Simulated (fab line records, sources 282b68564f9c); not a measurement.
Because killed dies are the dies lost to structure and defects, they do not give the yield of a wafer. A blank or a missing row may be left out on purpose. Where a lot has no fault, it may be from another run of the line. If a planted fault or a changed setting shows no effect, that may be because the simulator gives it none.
Split-lot trial :: flow ritCmos :: 5 lots, 23 wafers read, on a route of 202 steps

THE SPLIT
At RIT_M1_SPUTTER_00 (material Al, target thk 400 nm, time 500 s), the setting powerW was moved away from the recipe's 2000 W on 12 of the 23 wafers read, by -8.3% to +8.7%. All remaining wafers had this setting at the recipe value.

BETWEEN THE SPLIT AND THE READING: the file shows 1 step in between
- RIT_M1_RS_MEAS_01: measures by four-point-probe

THE READING
M1_AL_THK, in nm, at RIT_M1_THK_MEAS_02 (measures by xrf). Typical for fault-free wafers on this fab line: 404 nm, with standard deviation 5 nm.

wafer: L076.1
tool, chamber at the split: pvdSputter-04, -
powerW as run, W: 2000
against the recipe: recipe
M1_AL_THK, nm: 411
against lot-mates on the recipe: -

wafer: L076.3
tool, chamber at the split: pvdSputter-04, -
powerW as run, W: 2000
against the recipe: recipe
M1_AL_THK, nm: 407
against lot-mates on the recipe: -

wafer: L076.6
tool, chamber at the split: pvdSputter-04, -
powerW as run, W: 2000
against the recipe: recipe
M1_AL_THK, nm: 409
against lot-mates on the recipe: -

wafer: L079.1
tool, chamber at the split: pvdSputter-04, -
powerW as run, W: 1835
against the recipe: -8.3%
M1_AL_THK, nm: 370
against lot-mates on the recipe: -36

wafer: L079.2
tool, chamber at the split: pvdSputter-04, -
powerW as run, W: 1835
against the recipe: -8.3%
M1_AL_THK, nm: 370
against lot-mates on the recipe: -36

wafer: L079.4
tool, chamber at the split: pvdSputter-04, -
powerW as run, W: 1835
against the recipe: -8.3%
M1_AL_THK, nm: 366
against lot-mates on the recipe: -40

wafer: L079.5
tool, chamber at the split: pvdSputter-04, -
powerW as run, W: 2000
against the recipe: recipe
M1_AL_THK, nm: 407
against lot-mates on the recipe: -

wafer: L079.6
tool, chamber at the split: pvdSputter-04, -
powerW as run, W: 2000
against the recipe: recipe
M1_AL_THK, nm: 405
against lot-mates on the recipe: -

wafer: L081.1
tool, chamber at the split: pvdSputter-04, -
powerW as run, W: 2174
against the recipe: +8.7%
M1_AL_THK, nm: 435
against lot-mates on the recipe: +32

wafer: L081.2
tool, chamber at the split: pvdSputter-04, -
powerW as run, W: 2174
against the recipe: +8.7%
M1_AL_THK, nm: 433
against lot-mates on the recipe: +30

wafer: L081.3
tool, chamber at the split: pvdSputter-04, -
powerW as run, W: 2174
against the recipe: +8.7%
M1_AL_THK, nm: 429
against lot-mates on the recipe: +26

wafer: L081.4
tool, chamber at the split: pvdSputter-04, -
powerW as run, W: 2000
against the recipe: recipe
M1_AL_THK, nm: 406
against lot-mates on the recipe: -

wafer: L081.5
tool, chamber at the split: pvdSputter-04, -
powerW as run, W: 2000
against the recipe: recipe
M1_AL_THK, nm: 399
against lot-mates on the recipe: -

wafer: L084.1
tool, chamber at the split: pvdSputter-02, -
powerW as run, W: 2077
against the recipe: +3.8%
M1_AL_THK, nm: 416
against lot-mates on the recipe: +14

wafer: L084.2
tool, chamber at the split: pvdSputter-02, -
powerW as run, W: 2077
against the recipe: +3.8%
M1_AL_THK, nm: 415
against lot-mates on the recipe: +13

wafer: L084.3
tool, chamber at the split: pvdSputter-02, -
powerW as run, W: 2077
against the recipe: +3.8%
M1_AL_THK, nm: 413
against lot-mates on the recipe: +11

wafer: L084.5
tool, chamber at the split: pvdSputter-02, -
powerW as run, W: 2000
against the recipe: recipe
M1_AL_THK, nm: 400
against lot-mates on the recipe: -

wafer: L084.6
tool, chamber at the split: pvdSputter-02, -
powerW as run, W: 2000
against the recipe: recipe
M1_AL_THK, nm: 404
against lot-mates on the recipe: -

wafer: L085.2
tool, chamber at the split: pvdSputter-04, -
powerW as run, W: 2122
against the recipe: +6.1%
M1_AL_THK, nm: 423
against lot-mates on the recipe: +22

wafer: L085.3
tool, chamber at the split: pvdSputter-04, -
powerW as run, W: 2122
against the recipe: +6.1%
M1_AL_THK, nm: 425
against lot-mates on the recipe: +24

wafer: L085.4
tool, chamber at the split: pvdSputter-04, -
powerW as run, W: 2000
against the recipe: recipe
M1_AL_THK, nm: 401
against lot-mates on the recipe: -

wafer: L085.5
tool, chamber at the split: pvdSputter-04, -
powerW as run, W: 2000
against the recipe: recipe
M1_AL_THK, nm: 402
against lot-mates on the recipe: -

wafer: L085.6
tool, chamber at the split: pvdSputter-04, -
powerW as run, W: 2122
against the recipe: +6.1%
M1_AL_THK, nm: 433
against lot-mates on the recipe: +32

FIT RESULTS
A straight line over all 23 wafers: M1_AL_THK changes by +3.74 nm for each +1% of powerW; r = +0.98; the points scatter about the line by 4.1 nm.
The same after taking each lot's own level away (the mean of its wafers on the recipe; 23 wafers): +4.02 nm for each +1%; r = +0.99; scatter 3.4 nm.
That fit puts the effect of the largest move of powerW on the reading at 35 nm.
The span of the lots' own levels, 401.5 to 409.0 nm, comes to 1.5 times the standard deviation stated above.
So the lot-to-lot level changes the slope little: the two slopes agree.
Check: with one of the wafers moved furthest among these (+8.7%) left out of the fit, the line predicts +33.7 nm for it against its lot-mates. Against them it came out at +32.5 nm.

FURTHER SPLITS ON THESE WAFERS
Before the reading, these wafers also passed through other splits. Each is held against what the fit with the lots' levels taken away leaves over:
other split on the same wafers: RIT_CONTACT_ETCH_11 timeS
wafers away from the commonest value: 7
r with M1_AL_THK (lot level and that fit taken away): +0.03

THE WHOLE CHAIN: every reading that the file lists as answering this split, in the file's order
step: RIT_M1_SPUTTER_00
what it does: material Al, target thk 400 nm, time 500 s
reading: Al_of_M1_SPUTTER_00.thkNm (the simulator's own value, which no gauge read)
change (the file's fit): +3.86 nm for each +1% of the setting
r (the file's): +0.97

step: RIT_M1_RS_MEAS_01
what it does: measures by four-point-probe
reading: M1_AL_RS
change (the file's fit): -0.000716 for each +1% of the setting
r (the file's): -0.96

step: RIT_M1_THK_MEAS_02
what it does: measures by xrf
reading: M1_AL_THK
change (the file's fit): +3.92 for each +1% of the setting
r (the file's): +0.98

THE FILE'S OWN FIT
M1_AL_THK changes by +3.92 nm for each +1% of powerW, r = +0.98.
